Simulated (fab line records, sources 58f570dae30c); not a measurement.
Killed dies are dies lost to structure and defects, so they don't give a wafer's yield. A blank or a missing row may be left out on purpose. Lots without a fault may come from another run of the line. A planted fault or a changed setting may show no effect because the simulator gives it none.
Which tool did it? | flow berkeley_cmos170 | 7 lots, 21 wafers sampled, at 1 step of a route of 331

WHAT THE GAUGES READ, wafer by wafer
UCB170_NWELL_TW_MEAS_16.
lot  | measured    | on            | NWELL_TW
L106 | day 2 21:21 | film_metro-02 | 1252 1254 1255
L108 | day 3 08:49 | film_metro-02 | 1244 1251 1248
L110 | day 3 19:05 | film_metro-01 | 1236 1232 1238
L114 | day 4 21:07 | film_metro-03 | 1232 1231 1229
L115 | day 5 03:58 | film_metro-01 | 1237 1239 1239
L122 | day 6 17:46 | film_metro-01 | 1231 1225 1225
L125 | day 7 04:13 | film_metro-02 | 1251 1251 1252

WHICH TOOL RAN EACH LOT (tool, then ch and the chambers of the sampled wafers, then the start)
The record holds no process step before these readings.

THE ANSWER, worked out from the rows above alone
Rule: what is usual is taken from the lots themselves. Put in order of their means at a reading, lots are off if they are a third of the lots or fewer, leave a main group of 4 or more, and stand apart from it by a gap of 3 or more times the standard deviation of the main group's means; of several such gaps the widest counts. A main group whose means are all the same, to the digits that the tables above print for the reading, isn't used. A lot without any number at a reading at which 4 lots or more have one is off too. The other lots that the step has rows for count as sound.
No lot is off at any reading shown: from this, nothing can be told.

WHAT THE SIMULATOR HAD PUT IN
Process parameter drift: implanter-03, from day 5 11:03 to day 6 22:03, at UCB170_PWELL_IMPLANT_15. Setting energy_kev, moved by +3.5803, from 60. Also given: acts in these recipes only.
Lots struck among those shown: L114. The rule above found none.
